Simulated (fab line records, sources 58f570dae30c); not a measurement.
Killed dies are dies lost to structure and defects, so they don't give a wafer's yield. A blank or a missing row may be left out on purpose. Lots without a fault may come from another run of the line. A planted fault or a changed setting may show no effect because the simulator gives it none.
Chamber matching | flow berkeley_cmos170 | UCB170_GATE_ETCH_15 on rie_si-01: 3 sister chambers
The step etches poly-Si in HBr/Cl2, stops on SiO2, time 56.3 s, target depth 278.2 nm. 14 wafers are shown with their chamber, then 5 later ones without.

WAFERS WITH THEIR CHAMBER
wafer  | chamber | throttle_valve_pct (%) | drypump_motor_current_A (A) | oes_product_au (a.u.)
L107.2 | 3       | 26.85                  | 6.5                         | 0.836
L107.4 | 0       | 26.49                  | 6.1                         | 0.826
L107.6 | 3       | 26.85                  | 6.5                         | 0.822
L109.3 | 0       | 26.49                  | 6.1                         | 0.835
L109.4 | 3       | 26.85                  | 6.5                         | 0.832
L109.5 | 2       | 26.54                  | 6.1                         | 0.839
L112.1 | 0       | 26.49                  | 6.0                         | 0.821
L112.2 | 2       | 26.54                  | 6.2                         | 0.822
L112.4 | 3       | 26.86                  | 6.5                         | 0.836
L115.2 | 0       | 26.49                  | 6.1                         | 0.836
L115.3 | 2       | 26.55                  | 6.1                         | 0.828
L115.6 | 2       | 26.55                  | 6.1                         | 0.835
L117.1 | 0       | 26.48                  | 6.1                         | 0.833
L117.2 | 3       | 26.85                  | 6.5                         | 0.823

SIGNATURES (means of the wafers above)
reading                 | chamber 0 | chamber 2 | chamber 3 | scatter within a chamber
throttle_valve_pct      | 26.4880   | 26.5450   | 26.8520   | 0.00486
drypump_motor_current_A | 6.080     | 6.125     | 6.500     | 0.0375
oes_product_au          | 0.83020   | 0.83100   | 0.82980   | 0.00691
Rule: a wafer's distance from a chamber is the root of the sum, over the readings, of the square of ((its reading less the chamber's mean) divided by the reading's scatter). The wafer belongs to the nearest chamber; if the next one is less than 2 further off, it can't be placed. The scatter: the root of (the sum of the squares of (reading less its chamber's mean) over the shown wafers, divided by (wafers less chambers)).

WAFERS WITHOUT THEIR CHAMBER
wafer  | throttle_valve_pct (%) | drypump_motor_current_A (A) | oes_product_au (a.u.)
L117.6 | 26.48                  | 6.1                         | 0.833
L118.4 | 26.52                  | 6.1                         | 0.853
L129.3 | 26.47                  | 6.1                         | 0.846
L129.4 | 26.54                  | 6.1                         | 0.832
L129.6 | 26.53                  | 6.1                         | 0.818

WHICH CHAMBER EACH WENT THROUGH
wafer  | from the rows above     | in truth
L117.6 | 0                       | 0
L118.4 | can't be placed: 2 or 0 | 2
L129.3 | 0                       | 0
L129.4 | 2                       | 2
L129.6 | 2                       | 2
Placed correctly: 4 of 5. Can't be placed from these rows: 1 (the true chamber is among the candidates in 1). Placed wrongly: 0.
